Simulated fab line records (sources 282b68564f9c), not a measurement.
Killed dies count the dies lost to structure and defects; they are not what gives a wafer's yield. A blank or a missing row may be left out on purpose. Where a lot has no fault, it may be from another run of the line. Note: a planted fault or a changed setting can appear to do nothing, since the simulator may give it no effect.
Chamber matching + flow ritCmos + RIT_GATE_ETCH_19 on rieSi-01 has 4 sister chambers
The step etches poly-Si in SF6/CHF3/O2, stops on SiO2, time 165 s, target depth 312.5 nm. 14 wafers are shown with their chamber, then 7 later ones without.

WAFERS PAIRED WITH THEIR CHAMBERS
| wafer  | chamber | throttleValvePct (%) | drypumpMotorCurrentA (A) | oesProductAu (a.u.) |
|--------|---------|----------------------|--------------------------|---------------------|
| L902.3 | 2       | 10.20                | 6.4                      | 0.828               |
| L902.4 | 3       | 10.43                | 5.7                      | 0.824               |
| L902.6 | 3       | 10.45                | 5.6                      | 0.821               |
| L907.2 | 1       | 10.14                | 5.6                      | 0.858               |
| L907.5 | 1       | 10.14                | 5.6                      | 0.857               |
| L907.6 | 0       | 10.20                | 6.4                      | 0.843               |
| L908.1 | 3       | 10.43                | 5.7                      | 0.826               |
| L908.4 | 2       | 10.20                | 6.4                      | 0.830               |
| L908.6 | 1       | 10.13                | 5.7                      | 0.857               |
| L910.2 | 1       | 10.15                | 5.6                      | 0.865               |
| L910.3 | 2       | 10.20                | 6.4                      | 0.845               |
| L910.4 | 0       | 10.19                | 6.4                      | 0.848               |
| L912.2 | 2       | 10.22                | 6.3                      | 0.849               |
| L912.3 | 0       | 10.18                | 6.4                      | 0.853               |

SIGNATURES (means of the wafers above)
| reading              | chamber 0 | chamber 1 | chamber 2 | chamber 3 | scatter within a chamber |
|----------------------|-----------|-----------|-----------|-----------|--------------------------|
| throttleValvePct     | 10.1900   | 10.1400   | 10.2050   | 10.4367   | 0.00983                  |
| drypumpMotorCurrentA | 6.400     | 5.625     | 6.375     | 5.667     | 0.0465                   |
| oesProductAu         | 0.84800   | 0.85925   | 0.83800   | 0.82367   | 0.00664                  |
Rule: a wafer lies at a distance from a chamber equal to the root of the sum of squares, over the readings, of (its reading less the chamber's mean, divided by the reading's scatter). If the next closest chamber is less than 2 further off than the closest, the wafer can't be placed; otherwise it belongs to the closest. How the scatter is found: for the shown wafers, subtract from each reading the mean of its chamber, square and add these, divide the total by (wafers less chambers), then take the root.

WAFERS MISSING THEIR CHAMBER
| wafer  | throttleValvePct (%) | drypumpMotorCurrentA (A) | oesProductAu (a.u.) |
|--------|----------------------|--------------------------|---------------------|
| L912.5 | 10.13                | 5.6                      | 0.870               |
| L916.4 | 10.19                | 6.4                      | 0.827               |
| L916.5 | 10.15                | 5.6                      | 0.855               |
| L916.6 | 10.21                | 6.4                      | 0.828               |
| L922.1 | 10.23                | 6.4                      | 0.841               |
| L922.2 | 10.44                | 5.6                      | 0.840               |
| L922.3 | 10.21                | 6.4                      | 0.849               |

THE CHAMBER EACH PASSED THROUGH
| wafer  | from the rows above     | in truth |
|--------|-------------------------|----------|
| L912.5 | 1                       | 1        |
| L916.4 | can't be placed: 2 or 0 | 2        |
| L916.5 | 1                       | 1        |
| L916.6 | can't be placed: 2 or 0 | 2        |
| L922.1 | can't be placed: 2 or 0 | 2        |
| L922.2 | 3                       | 3        |
| L922.3 | can't be placed: 2 or 0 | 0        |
Correct placement for 3 of the 7. Can't be placed from these rows: 4 (the true chamber is among the candidates in 4). 0 placed wrongly.
